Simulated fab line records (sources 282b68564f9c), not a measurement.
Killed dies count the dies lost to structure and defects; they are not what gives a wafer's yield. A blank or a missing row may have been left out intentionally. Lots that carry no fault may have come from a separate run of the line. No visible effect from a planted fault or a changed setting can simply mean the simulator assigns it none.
fab line records -- flow rit_cmos
[record] lots = 15, wafers = 45, last_day = 7
route steps=202 shown PWELL@45 NRETRO@59 PLDD@123 M1@184
lots that met no fault: from a run of the same line without faults
start_h: hours from the record's opening day to when the first of the lot's shown wafers began -- wait_h: time in hours since the lot's previous step -- " identical to the entry in the row above -- L1.1+2: one row covering several wafers at once -- - value missing, or start not given -- * or withheld: withheld -- < > ~ a bound
route shown NAME@n: a module of which the file shows steps, and the number in the route of the first -- usual: mean/standard deviation of fault-free wafers -- same: alike in all rows -- chamber/n: place in a boat -- sites: the reading at each site -- _std_site: the standard deviation of these -- _edge_site: inner sites' mean taken away from outer sites' mean -- radius_mm: how far each site lies from the wafer's centre -- mask NAME#n: copy n -- behind: the most recent tool/chamber to have shaped the wafer -- hold: reason for holding the lot/hours on hold/outcome of the hold -- device: whichever transistor did not switch (one of n, p or np) -- end of line: tests of these same wafers at the route's end -- a step given without rows: its recipe and nothing more -- killed: at the first sort, the dies lost to defects and structure; wafer yield is something else -- map: a wafer's dies, marking killed ones x, the rest . and places with no die _
set.NAME: the setting as run; set.NAME@STEP: as run at that earlier step -- model.NAME: the simulator's own value behind a step, which no gauge read
a sample of lots followed through the steps of the route, with each step as a table and each wafer as a row
services: when a tool's chamber went out of use (start_h, in hours from the record's first day, below 0 if earlier), for how many hours, and the reason
[[steps]]
[step RIT_PWELL_OVL_MEAS_06]
[usual] PWELL_OVL = -0.3/1
lot.wafer,tool,chamber,start_h,wait_h,PWELL_OVL[nm]
L374.2,overlay-02,-,28.55,-,0.5
L374.3,overlay-02,-,28.55,-,0.6
L374.6,overlay-02,-,28.55,-,0.7
L375.1,overlay-01,-,36.09,-,-0.3
L375.4,overlay-01,-,36.09,-,-0.7
L375.6,overlay-01,-,36.09,-,-0.3
L377.4,overlay-01,-,47.33,-,0.9
L377.5,overlay-01,-,47.33,-,0.6
L377.6,overlay-01,-,47.33,-,0.4
L378.2,overlay-02,-,49.99,-,0.8
L378.5,overlay-02,-,49.99,-,0.9
L378.6,overlay-02,-,49.99,-,2.0
L381.2,overlay-01,-,68.21,-,-1.3
L381.3,overlay-01,-,68.21,-,-0.7
L381.4,overlay-01,-,68.21,-,-0.4
L383.2,overlay-01,-,73.28,-,-0.3
L383.3,overlay-01,-,73.28,-,-1.6
L383.5,overlay-01,-,73.28,-,-1.3
L384.1,overlay-01,-,80.38,-,-0.3
L384.2,overlay-01,-,80.38,-,-2.0
L384.3,overlay-01,-,80.38,-,-1.2
L385.1,overlay-01,-,84.51,-,0.5
L385.2,overlay-01,-,84.51,-,0.0
L385.6,overlay-01,-,84.51,-,-0.2
L386.1,overlay-01,-,87.60,-,-1.6
L386.2,overlay-01,-,87.60,-,-1.9
L386.3,overlay-01,-,87.60,-,-0.5
L387.4,overlay-01,-,93.40,-,0.8
L387.5,overlay-01,-,93.40,-,0.8
L387.6,overlay-01,-,93.40,-,-0.1
L392.2,overlay-01,-,117.65,-,0.6
L392.3,overlay-01,-,117.65,-,-1.6
L392.6,overlay-01,-,117.65,-,-0.8
L393.1,overlay-02,-,123.50,-,0.7
L393.2,overlay-02,-,123.50,-,-0.2
L393.3,overlay-02,-,123.50,-,1.4
L394.1,overlay-02,-,128.83,-,0.8
L394.4,overlay-02,-,128.83,-,-0.1
L394.6,overlay-02,-,128.83,-,0.0
L395.1,overlay-02,-,136.50,-,-1.0
L395.3,overlay-02,-,136.50,-,0.6
L395.4,overlay-02,-,136.50,-,-1.9
L396.1,overlay-01,-,139.53,-,-1.7
L396.3,overlay-01,-,139.53,-,-1.8
L396.6,overlay-01,-,139.53,-,-1.2
[step RIT_NRETRO_OVL_MEAS_06]
[usual] NRETRO_OVL = -0.3/1.5
lot.wafer,tool,chamber,start_h,wait_h,NRETRO_OVL[nm]
L374.2,overlay-02,-,36.37,-,0.6
L374.3,overlay-02,-,36.37,-,1.3
L374.6,overlay-02,-,36.37,-,0.1
L375.1,overlay-01,-,43.01,-,1.3
L375.4,overlay-01,-,43.01,-,2.3
L375.6,overlay-01,-,43.01,-,0.0
L377.4,overlay-02,-,54.35,-,0.5
L377.5,overlay-02,-,54.35,-,1.1
L377.6,overlay-02,-,54.35,-,0.3
L378.2,overlay-01,-,58.10,-,-1.1
L378.5,overlay-01,-,58.10,-,0.5
L378.6,overlay-01,-,58.10,-,2.4
L381.2,overlay-01,-,75.24,-,-0.9
L381.3,overlay-01,-,75.24,-,-0.1
L381.4,overlay-01,-,75.24,-,-2.0
L383.2,overlay-02,-,81.13,-,0.3
L383.3,overlay-02,-,81.13,-,-0.3
L383.5,overlay-02,-,81.13,-,0.9
L384.1,overlay-01,-,88.06,-,-0.2
L384.2,overlay-01,-,88.06,-,0.6
L384.3,overlay-01,-,88.06,-,0.1
L385.1,overlay-02,-,92.49,-,0.7
L385.2,overlay-02,-,92.49,-,-0.8
L385.6,overlay-02,-,92.49,-,-0.4
L386.1,overlay-01,-,94.69,-,-1.9
L386.2,overlay-01,-,94.69,-,-1.3
L386.3,overlay-01,-,94.69,-,-1.7
L387.4,overlay-01,-,100.40,-,0.6
L387.5,overlay-01,-,100.40,-,-0.9
L387.6,overlay-01,-,100.40,-,-0.4
L392.2,overlay-01,-,126.02,-,-0.6
L392.3,overlay-01,-,126.02,-,-0.2
L392.6,overlay-01,-,126.02,-,-1.3
L393.1,overlay-02,-,132.05,-,-0.8
L393.2,overlay-02,-,132.05,-,-0.9
L393.3,overlay-02,-,132.05,-,-2.2
L394.1,overlay-01,-,137.06,-,-0.5
L394.4,overlay-01,-,137.06,-,2.3
L394.6,overlay-01,-,137.06,-,0.6
L395.1,overlay-01,-,144.30,-,-2.9
L395.3,overlay-01,-,144.30,-,-2.9
L395.4,overlay-01,-,144.30,-,-2.7
L396.1,overlay-02,-,147.05,-,0.0
L396.3,overlay-02,-,147.05,-,-0.6
L396.6,overlay-02,-,147.05,-,-1.6
[step RIT_PLDD_STRIP_09]
[recipe] chemistry = O2, time_s = 180, resist = NOVOLAK, platen_temp_c = withheld, power_w = 500, pressure_mtorr = 4000, o2_flow_sccm = 4000
[usual] drypump_motor_current_A = 5.7/0.37
[same] time_s = 180
lot.wafer,tool,chamber,start_h,wait_h,drypump_motor_current_A,rf_hours_counter_h
L374.2,plasma_asher-01,1,51.95,0.1,5.7,40
L374.3,plasma_asher-01,1,51.95,0.1,5.6,-
L374.6,plasma_asher-01,1,51.95,0.1,5.7,-
L375.1,plasma_asher-03,1,58.52,0.1,6.1,41
L375.4,plasma_asher-03,1,58.52,0.1,6.0,-
L375.6,plasma_asher-03,0,58.52,0.1,5.7,-
L378.2,plasma_asher-01,0,74.09,0.1,6.1,42
L378.5,plasma_asher-01,0,74.09,0.1,6.1,-
L378.6,plasma_asher-01,1,74.09,0.1,5.6,-
L377.4,plasma_asher-03,0,75.40,0.2,5.7,-
L377.5,plasma_asher-03,1,75.40,0.2,6.1,-
L377.6,plasma_asher-03,0,75.40,0.2,5.7,-
L381.2,plasma_asher-04,1,90.47,0.1,5.5,29
L381.3,plasma_asher-04,1,90.47,0.1,5.5,-
L381.4,plasma_asher-04,0,90.47,0.1,5.0,-
L383.2,plasma_asher-03,0,98.69,0.1,5.7,45
L383.3,plasma_asher-03,0,98.69,0.1,5.7,-
L383.5,plasma_asher-03,0,98.69,0.1,5.7,-
L384.1,plasma_asher-03,1,103.93,0.1,6.1,46
L384.2,plasma_asher-03,0,103.93,0.1,5.7,46
L384.3,plasma_asher-03,0,103.93,0.1,5.7,-
L385.1,plasma_asher-04,0,108.53,0.1,5.0,31
L385.2,plasma_asher-04,1,108.53,0.1,5.5,31
L385.6,plasma_asher-04,1,108.53,0.1,5.5,-
L386.1,plasma_asher-03,0,110.51,0.1,5.7,47
L386.2,plasma_asher-03,1,110.51,0.1,6.1,47
L386.3,plasma_asher-03,0,110.51,0.1,5.7,-
L387.4,plasma_asher-01,1,118.08,0.1,5.6,-
L387.5,plasma_asher-01,1,118.08,0.1,5.6,-
L387.6,plasma_asher-01,0,118.08,0.1,6.1,-
L392.2,plasma_asher-03,1,142.38,0.1,6.0,50
L392.3,plasma_asher-03,0,142.38,0.1,5.7,-
L392.6,plasma_asher-03,0,142.38,0.1,5.7,-
L393.1,plasma_asher-04,0,148.67,0.1,5.0,36
L393.2,plasma_asher-04,1,148.67,0.1,5.6,36
L393.3,plasma_asher-04,1,148.67,0.1,5.5,-
L394.1,plasma_asher-03,1,152.76,0.1,6.0,51
L394.4,plasma_asher-03,0,152.76,0.1,5.7,-
L394.6,plasma_asher-03,1,152.76,0.1,6.1,-
L395.1,plasma_asher-03,0,159.17,0.1,5.7,52
L395.3,plasma_asher-03,1,159.17,0.1,6.0,-
L395.4,plasma_asher-03,0,159.17,0.1,5.7,-
L396.1,plasma_asher-01,0,161.58,0.1,6.1,5
L396.3,plasma_asher-01,1,161.58,0.1,5.6,-
L396.6,plasma_asher-01,1,161.58,0.1,5.6,-
[step RIT_M1_SPUTTER_00]
[recipe] material = Al, target_thk_nm = 400, power_w = 2000, chamber_pressure_pa = 0.4, gas = Ar, time_s = 500, substrate_temp_c = 25
[usual] cathode_dc_power_W = 2000.0/0.35, chamber_pressure_pa = 0.3999/0.00075, throttle_valve_pct = 29.9/0.86, time_s = 500/0
lot.wafer,tool,chamber,start_h,wait_h,cathode_dc_power_W,chamber_pressure_pa,throttle_valve_pct,time_s
L374.2,pvd_sputter-02,-,62.48,0.0,1999.9,0.4002,30.8,500
L374.3,pvd_sputter-02,-,62.48,0.0,1999.9,0.4009,30.2,500
L374.6,pvd_sputter-02,-,62.48,0.0,1999.9,0.3991,30.2,500
L375.1,pvd_sputter-04,-,69.14,0.0,1999.9,0.3995,29.2,500
L375.4,pvd_sputter-04,-,69.14,0.0,2000.4,0.3997,30.4,500
L375.6,pvd_sputter-04,-,69.14,0.0,2000.0,0.4014,30.2,500
L378.2,pvd_sputter-02,-,84.90,0.0,1999.9,0.3996,30.0,500
L378.5,pvd_sputter-02,-,84.90,0.0,2000.3,0.4014,29.9,500
L378.6,pvd_sputter-02,-,84.90,0.0,2000.3,0.4001,30.2,500
L377.4,pvd_sputter-03,-,86.54,0.1,1999.7,0.3989,31.1,500
L377.5,pvd_sputter-03,-,86.54,0.1,2000.4,0.3998,30.6,500
L377.6,pvd_sputter-03,-,86.54,0.1,1999.2,0.4004,27.9,500
L381.2,pvd_sputter-04,-,99.85,0.0,2000.2,0.3998,29.0,500
L381.3,pvd_sputter-04,-,99.85,0.0,1999.6,0.4015,30.4,500
L381.4,pvd_sputter-04,-,99.85,0.0,2000.1,0.3992,28.9,500
L383.2,pvd_sputter-04,-,108.60,0.0,2000.0,0.4002,30.4,500
L383.3,pvd_sputter-04,-,108.60,0.0,2000.3,0.3999,28.8,500
L383.5,pvd_sputter-04,-,108.60,0.0,1999.3,0.4005,30.1,500
L384.1,pvd_sputter-03,-,113.38,0.0,2000.1,0.3996,29.5,500
L384.2,pvd_sputter-03,-,113.38,0.0,2000.1,0.3995,31.2,500
L384.3,pvd_sputter-03,-,113.38,0.0,2000.3,0.3993,28.1,500
L385.1,pvd_sputter-02,-,118.26,0.0,-,-,-,-
L385.2,pvd_sputter-02,-,118.26,0.0,-,-,-,-
L385.6,pvd_sputter-02,-,118.26,0.0,-,-,-,-
L386.1,pvd_sputter-03,-,120.10,0.0,-,-,-,-
L386.2,pvd_sputter-03,-,120.10,0.0,-,-,-,-
L386.3,pvd_sputter-03,-,120.10,0.0,-,-,-,-
L387.4,pvd_sputter-02,-,127.72,0.0,-,-,-,-
L387.5,pvd_sputter-02,-,127.72,0.0,-,-,-,-
L387.6,pvd_sputter-02,-,127.72,0.0,-,-,-,-
L392.2,pvd_sputter-03,-,152.95,0.0,2000.0,0.4000,30.7,500
L392.3,pvd_sputter-03,-,152.95,0.0,1999.7,0.4000,29.1,500
L392.6,pvd_sputter-03,-,152.95,0.0,2000.0,0.3995,28.1,500
L393.1,pvd_sputter-02,-,158.24,0.0,2000.1,0.4006,30.0,500
L393.2,pvd_sputter-02,-,158.24,0.0,2000.1,0.3999,30.2,500
L393.3,pvd_sputter-02,-,158.24,0.0,2000.3,0.4009,29.5,500
L394.1,pvd_sputter-03,-,162.19,0.0,2000.6,0.4013,27.9,500
L394.4,pvd_sputter-03,-,162.19,0.0,1999.9,0.3992,29.7,500
L394.6,pvd_sputter-03,-,162.19,0.0,2000.2,0.3989,31.0,500
L395.1,pvd_sputter-02,-,168.79,0.0,2000.3,0.3987,29.5,500
L395.3,pvd_sputter-02,-,168.79,0.0,2000.0,0.3996,30.7,500
L395.4,pvd_sputter-02,-,168.79,0.0,2000.0,0.3986,29.8,500
L396.1,pvd_sputter-03,-,171.13,0.0,2000.5,0.3982,30.5,500
L396.3,pvd_sputter-03,-,171.13,0.0,1999.6,0.3990,27.8,500
L396.6,pvd_sputter-03,-,171.13,0.0,2000.2,0.4010,31.1,500
[step RIT_M1_RS_MEAS_01]
[recipe] thk_meas_gauge = four-point-probe, reads = Al_of_M1_SPUTTER_00
[usual] M1_AL_RS = 0.0735/0.00095
lot.wafer,tool,chamber,start_h,wait_h,M1_AL_RS[ohm/sq]
L374.2,film_metro-03,-,62.79,0.2,0.0720
L374.3,film_metro-03,-,62.79,0.2,0.0711
L374.6,film_metro-03,-,62.79,0.2,0.0714
L375.1,film_metro-02,-,69.44,0.1,0.0724
L375.4,film_metro-02,-,69.44,0.1,0.0727
L375.6,film_metro-02,-,69.44,0.1,0.0719
L378.2,film_metro-02,-,85.21,0.2,0.0720
L378.5,film_metro-02,-,85.21,0.2,0.0719
L378.6,film_metro-02,-,85.21,0.2,0.0723
L377.4,film_metro-04,-,86.74,0.1,0.0739
L377.5,film_metro-04,-,86.74,0.1,0.0743
L377.6,film_metro-04,-,86.74,0.1,0.0743
L381.2,film_metro-03,-,100.16,0.2,0.0737
L381.3,film_metro-03,-,100.16,0.2,0.0733
L381.4,film_metro-03,-,100.16,0.2,0.0733
L383.2,film_metro-02,-,108.91,0.2,0.0736
L383.3,film_metro-02,-,108.91,0.2,0.0741
L383.5,film_metro-02,-,108.91,0.2,0.0730
L384.1,film_metro-03,-,113.68,0.1,0.0744
L384.2,film_metro-03,-,113.68,0.1,0.0742
L384.3,film_metro-03,-,113.68,0.1,0.0741
L385.1,film_metro-02,-,118.55,0.1,-
L385.2,film_metro-02,-,118.55,0.1,-
L385.6,film_metro-02,-,118.55,0.1,-
L386.1,film_metro-03,-,120.40,0.1,-
L386.2,film_metro-03,-,120.40,0.1,-
L386.3,film_metro-03,-,120.40,0.1,-
L387.4,film_metro-04,-,128.07,0.2,-
L387.5,film_metro-04,-,128.07,0.2,-
L387.6,film_metro-04,-,128.07,0.2,-
L392.2,film_metro-03,-,153.26,0.2,0.0744
L392.3,film_metro-03,-,153.26,0.2,0.0752
L392.6,film_metro-03,-,153.26,0.2,0.0742
L393.1,film_metro-03,-,158.53,0.1,0.0724
L393.2,film_metro-03,-,158.53,0.1,0.0735
L393.3,film_metro-03,-,158.53,0.1,0.0733
L394.1,film_metro-03,-,162.49,0.1,0.0742
L394.4,film_metro-03,-,162.49,0.1,0.0754
L394.6,film_metro-03,-,162.49,0.1,0.0748
L395.1,film_metro-04,-,169.08,0.1,0.0731
L395.3,film_metro-04,-,169.08,0.1,0.0737
L395.4,film_metro-04,-,169.08,0.1,0.0719
L396.1,film_metro-02,-,171.43,0.1,0.0742
L396.3,film_metro-02,-,171.43,0.1,0.0737
L396.6,film_metro-02,-,171.43,0.1,0.0748
[step RIT_M1_THK_MEAS_02]
[recipe] thk_meas_gauge = xrf, reads = Al_of_M1_SPUTTER_00
[usual] M1_AL_THK = 396/5.4
lot.wafer,tool,chamber,start_h,wait_h,M1_AL_THK[nm]
L374.2,film_metro-03,-,62.90,0.1,402
L374.3,film_metro-03,-,62.90,0.1,408
L374.6,film_metro-03,-,62.90,0.1,406
L375.1,film_metro-02,-,69.56,0.1,401
L375.4,film_metro-02,-,69.56,0.1,399
L375.6,film_metro-02,-,69.56,0.1,401
L378.2,film_metro-02,-,85.32,0.1,400
L378.5,film_metro-02,-,85.32,0.1,404
L378.6,film_metro-02,-,85.32,0.1,404
L377.4,film_metro-04,-,86.83,0.1,395
L377.5,film_metro-04,-,86.83,0.1,396
L377.6,film_metro-04,-,86.83,0.1,392
L381.2,film_metro-03,-,100.27,0.1,394
L381.3,film_metro-03,-,100.27,0.1,395
L381.4,film_metro-03,-,100.27,0.1,393
L383.2,film_metro-02,-,109.02,0.1,396
L383.3,film_metro-02,-,109.02,0.1,392
L383.5,film_metro-02,-,109.02,0.1,401
L384.1,film_metro-03,-,113.80,0.1,388
L384.2,film_metro-03,-,113.80,0.1,390
L384.3,film_metro-03,-,113.80,0.1,391
L385.1,film_metro-02,-,118.67,0.1,<0
L385.2,film_metro-02,-,118.67,0.1,<0
L385.6,film_metro-02,-,118.67,0.1,<0
L386.1,film_metro-03,-,120.52,0.1,<1
L386.2,film_metro-03,-,120.52,0.1,<1
L386.3,film_metro-03,-,120.52,0.1,<1
L387.4,film_metro-04,-,128.16,0.1,<0
L387.5,film_metro-04,-,128.16,0.1,<0
L387.6,film_metro-04,-,128.16,0.1,<0
L392.2,film_metro-03,-,153.37,0.1,390
L392.3,film_metro-03,-,153.37,0.1,384
L392.6,film_metro-03,-,153.37,0.1,389
L393.1,film_metro-03,-,158.65,0.1,400
L393.2,film_metro-03,-,158.65,0.1,395
L393.3,film_metro-03,-,158.65,0.1,397
L394.1,film_metro-03,-,162.61,0.1,387
L394.4,film_metro-03,-,162.61,0.1,384
L394.6,film_metro-03,-,162.61,0.1,387
L395.1,film_metro-04,-,169.20,0.1,400
L395.3,film_metro-04,-,169.20,0.1,399
L395.4,film_metro-04,-,169.20,0.1,407
L396.1,film_metro-02,-,171.55,0.1,394
L396.3,film_metro-02,-,171.55,0.1,395
L396.6,film_metro-02,-,171.55,0.1,387
[step RIT_M1_PROBE_99]
[usual] defect_limited_yield = 97.1/1.2, killed_at_M0_to_M3 = 0.0/0.12, killed_at_contacts = 0.1/0.31, killed_at_front_end = 8/3.1, killed_dies = 8/3.2, killed_on_rim = 2.1/1.6, killed_open = 3.9/2.2, killed_short = 3.8/2.1, sort_bin_3_pad_short = 0.1/0.23, sort_bin_5_function = 1.7/0.86, sort_bin_6_memory = 1.1/0.7, sort_n_pass = 256/3.2, sort_yield_pct = 97.1/1.2
[same] gross_dies = 264, killed_at_M4_up = 0, killed_at_back_side = 0, killed_at_other = 0
lot.wafer,tool,chamber,start_h,wait_h,defect_limited_yield[%],killed_at_M0_to_M3,killed_at_contacts,killed_at_front_end,killed_dies,killed_on_rim,killed_open,killed_short,sort_bin_3_pad_short[%],sort_bin_5_function[%],sort_bin_6_memory[%],sort_n_pass,sort_yield_pct[%]
L375.1,prober-02,-,73.42,0.1,95.5,0,0,12,12,3,7,5,0.4,2.7,1.5,252,95.5
L375.4,prober-02,-,73.57,0.2,97.0,0,0,8,8,2,4,4,0,0.8,2.3,256,97.0
L375.6,prober-02,-,73.67,0.2,97.3,0,0,7,7,3,1,6,0,0.8,1.9,257,97.3
L377.4,prober-01,-,90.68,0.2,97.3,0,0,7,7,5,5,2,0,1.9,0.8,257,97.3
L377.5,prober-01,-,90.73,0.2,97.3,0,0,7,7,1,4,3,0.4,1.1,1.1,257,97.3
L377.6,prober-01,-,90.78,0.2,96.6,0,0,9,9,2,3,6,0.4,2.7,0.4,255,96.6
L384.1,prober-01,-,117.52,0.1,96.2,0,0,10,10,1,5,5,0,3.0,0.8,254,96.2
L384.2,prober-01,-,117.57,0.1,97.7,0,0,6,6,2,3,3,0,1.1,1.1,258,97.7
L384.3,prober-01,-,117.62,0.2,97.7,0,0,6,6,1,4,2,0,1.1,1.1,258,97.7
L385.1,prober-02,-,122.41,0.1,0,263,0,1,264,70,1,0,23.5,72.7,3.8,0,0
L385.2,prober-02,-,122.46,0.1,0,263,0,1,264,70,1,0,22.0,75.8,2.3,0,0
L385.6,prober-02,-,122.66,0.2,0,263,0,1,264,70,1,0,24.6,72.3,3.0,0,0
L386.1,prober-01,-,124.24,0.1,0,263,0,1,264,70,1,0,22.7,75.4,1.9,0,0
L386.2,prober-01,-,124.29,0.1,0,263,0,1,264,70,1,0,25.4,73.5,1.1,0,0
L386.3,prober-01,-,124.34,0.2,0,262,0,2,264,70,0,2,22.3,75.8,1.9,0,0
L387.4,prober-02,-,132.17,0.2,0,263,0,1,264,70,0,1,18.9,78.4,2.7,0,0
L387.5,prober-02,-,132.22,0.2,0,262,0,2,264,70,1,1,25.0,70.8,4.2,0,0
L387.6,prober-02,-,132.27,0.2,0,263,0,1,264,70,0,1,27.7,70.1,2.3,0,0
L392.2,prober-01,-,157.03,0.1,96.6,0,0,9,9,2,6,3,0,2.7,0.8,255,96.6
L392.3,prober-01,-,157.08,0.2,96.2,0,1,9,10,6,5,5,0.8,2.7,0.4,254,96.2
L392.6,prober-01,-,157.23,0.2,97.7,0,0,6,6,3,6,0,0,1.5,0.8,258,97.7
L394.1,prober-01,-,166.26,0.1,95.5,0,0,12,12,2,7,5,0,3.4,1.1,252,95.5
L394.4,prober-01,-,166.41,0.2,96.6,0,0,9,9,6,7,2,0,1.9,1.5,255,96.6
L394.6,prober-01,-,166.51,0.2,95.8,0,0,11,11,4,6,5,0.4,2.3,1.5,253,95.8
// killed by level:class
L375.1 FOX1:geometric_particle:open=2 GATE:geometric_particle:open=2 REOX:geometric_particle:short=2 FOX1:geometric_particle:short=1 FOX2:geometric_particle:open=1 FOX2:geometric_particle:short=1 GATE:geometric_particle:short=1 REOX:geometric_particle:open=1
L375.4 SPACER:geometric_particle:short=3 SPACER:geometric_particle:open=2 FOX1:geometric_particle:short=1 FOX1:geometric_particle:open=1 REOX:geometric_particle:open=1
L375.6 REOX:geometric_particle:short=2 SPACER:geometric_particle:short=2 FOX1:geometric_particle:short=1 GATE:geometric_particle:short=1 GATE:geometric_particle:open=1
L377.4 GATE:geometric_particle:open=2 REOX:geometric_particle:open=2 FOX2:geometric_particle:open=1 SPACER:geometric_particle:short=1 SILICIDE:geometric_particle:short=1
L377.5 GATE:geometric_particle:open=3 FOX2:geometric_particle:open=1 FOX2:geometric_particle:short=1 GATE:geometric_particle:short=1 SPACER:geometric_particle:short=1
L377.6 GATE:geometric_particle:open=2 REOX:geometric_particle:short=2 SPACER:geometric_particle:short=2 FOX2:geometric_particle:short=1 SPACER:geometric_particle:open=1 SILICIDE:geometric_particle:short=1
L384.1 GATE:geometric_particle:open=3 FOX1:geometric_particle:short=1 FOX1:geometric_particle:open=1 FOX2:geometric_particle:short=1 GATE:geometric_particle:short=1 REOX:geometric_particle:short=1 SPACER:geometric_particle:open=1 SPACER:geometric_particle:short=1
L384.2 FOX2:geometric_particle:short=1 GATE:geometric_particle:open=1 REOX:geometric_particle:open=1 SPACER:geometric_particle:short=1 SPACER:geometric_particle:open=1 SILICIDE:geometric_particle:short=1
L384.3 GATE:geometric_particle:open=2 SILICIDE:geometric_particle:open=2 GATE:geometric_particle:short=1 SILICIDE:geometric_particle:short=1
L385.1 M1:lost_pattern=260 M1:area_sputter=3 GATE:geometric_particle:open=1
L385.2 M1:lost_pattern=260 M1:area_sputter=3 ACTIVE:geometric_particle:open=1
L385.6 M1:lost_pattern=263 REOX:geometric_particle:open=1
L386.1 M1:lost_pattern=261 M1:area_sputter=2 REOX:geometric_particle:open=1
L386.2 M1:lost_pattern=263 GATE:geometric_particle:open=1
L386.3 M1:lost_pattern=260 M1:area_sputter=2 GATE:geometric_particle:short=1 REOX:geometric_particle:short=1
L387.4 M1:lost_pattern=263 FOX2:geometric_particle:short=1
L387.5 M1:lost_pattern=261 FOX2:geometric_particle:short=1 GATE:geometric_particle:open=1 M1:area_sputter=1
L387.6 M1:lost_pattern=263 FOX2:geometric_particle:short=1
L392.2 FOX2:geometric_particle:open=2 FOX1:geometric_particle:open=1 GATE:geometric_particle:short=1 GATE:geometric_particle:open=1 SPACER:geometric_particle:short=1 SPACER:geometric_particle:open=1 SILICIDE:geometric_particle:open=1 SILICIDE:geometric_particle:short=1
L392.3 SPACER:geometric_particle:open=3 SPACER:geometric_particle:short=3 FOX1:geometric_particle:open=1 FOX2:geometric_particle:short=1 GATE:geometric_particle:open=1 CONTACT:geometric_particle:short=1
L392.6 FOX1:geometric_particle:open=4 GATE:geometric_particle:open=1 SPACER:geometric_particle:open=1
L394.1 FOX2:geometric_particle:open=3 FOX2:geometric_particle:short=2 GATE:geometric_particle:short=2 SPACER:geometric_particle:open=2 SILICIDE:geometric_particle:open=2 SPACER:geometric_particle:short=1
L394.4 GATE:geometric_particle:open=3 REOX:geometric_particle:open=2 GATE:geometric_particle:short=1 SPACER:geometric_particle:short=1 SPACER:geometric_particle:open=1 SILICIDE:geometric_particle:open=1
L394.6 GATE:geometric_particle:open=3 FOX2:geometric_particle:short=2 GATE:geometric_particle:short=2 SILICIDE:geometric_particle:open=2 FOX2:geometric_particle:open=1 REOX:geometric_particle:short=1
[[services]]
tool,chamber,start_h,hours,kind
pvd_sputter-02,-,39.71,1.7,repair
plasma_asher-01,-,55.06,1.2,repair
plasma_asher-01,-,108.90,9.0,pm
plasma_asher-01,0,108.90,9.0,vent_cycle
plasma_asher-01,1,108.90,9.0,vent_cycle
plasma_asher-01,0,117.90,-,clean
plasma_asher-01,1,117.90,-,clean
plasma_asher-04,-,132.08,5.2,repair
pvd_sputter-04,-,159.96,7.0,repair
[[key]]
[first_sign] step = RIT_M1_SPUTTER_00, reading = tool_record, direction = missing
[effect] step = RIT_M1_RS_MEAS_01, reading = M1_AL_RS, direction = missing
[effect] step = RIT_M1_THK_MEAS_02, reading = M1_AL_THK, direction = down, sigmas = 73, usual = 396, struck = <0
[effect] step = RIT_M1_PROBE_99, reading = killed_at_M0_to_M3, direction = up, sigmas = 99+, usual = 0.0, struck = 262.8
met_at RIT_M1_SPUTTER_00
struck_lots L385,L386,L387
later_rows_left_out L385.1,L385.2,L385.6,L386.1,L386.2,L386.3,L387.4,L387.5,L387.6
not_acting_at RIT_PWELL_OVL_MEAS_06,RIT_NRETRO_OVL_MEAS_06,RIT_PLDD_STRIP_09
onset_between 113.38 118.26
[fault] kind = skipped_step_whole, tool = pvd_sputter-02,pvd_sputter-03, chamber = -, onset_h = 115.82, steps = RIT_M1_SPUTTER_00, scope = struck_lots_only
// later_rows_left_out: the simulator's readings of these wafers behind a module that went badly wrong aren't trusted and aren't shown, but for the sort
